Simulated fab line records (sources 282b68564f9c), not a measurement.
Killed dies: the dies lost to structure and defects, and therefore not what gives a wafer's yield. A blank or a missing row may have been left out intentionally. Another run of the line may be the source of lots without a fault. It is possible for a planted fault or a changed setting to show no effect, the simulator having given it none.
Which tool is to blame? ; flow rit-cmos ; 18 wafers sampled from 6 lots at 1 step of a route of 202

WHAT THE GAUGES READ, wafer by wafer
RIT_GATE_OVL_MEAS_17.
lot;measured;on;GATE_OVL (nm)
L427;day 2 17:08;overlay-02;-4.9 -4.0 -3.7
L434;day 4 06:29;overlay-02;-4.0 -3.2 -3.1
L436;day 4 15:29;overlay-02;-2.3 -3.4 -3.0
L441;day 5 17:26;overlay-01;-0.1 0.8 0.3
L444;day 6 08:39;overlay-02;0.0 0.1 -0.6
L447;day 6 22:22;overlay-01;0.6 -0.4 -0.2

TOOL THAT RAN EACH LOT (tool first, then ch and the chambers of the sampled wafers, then the start)
Record: no process step prior to these readings.

THE ANSWER, worked out from the rows above alone
Rule: usual is defined by the lots themselves. Put in order of their means at a reading, lots are off if they are a third of the lots or fewer, leave a main group of 4 or more, and stand apart from it by a gap of 3 or more times the standard deviation of the main group's means; of several such gaps the widest counts. Not used: any main group whose means are identical at the precision the tables above print for the reading. Also off: a lot with no number at a reading for which 4 or more lots have one. The other lots that the step has rows for count as sound.
Across all readings shown, no lot is off: no conclusion can be drawn from this.

WHAT HAD BEEN PUT IN BY THE SIMULATOR
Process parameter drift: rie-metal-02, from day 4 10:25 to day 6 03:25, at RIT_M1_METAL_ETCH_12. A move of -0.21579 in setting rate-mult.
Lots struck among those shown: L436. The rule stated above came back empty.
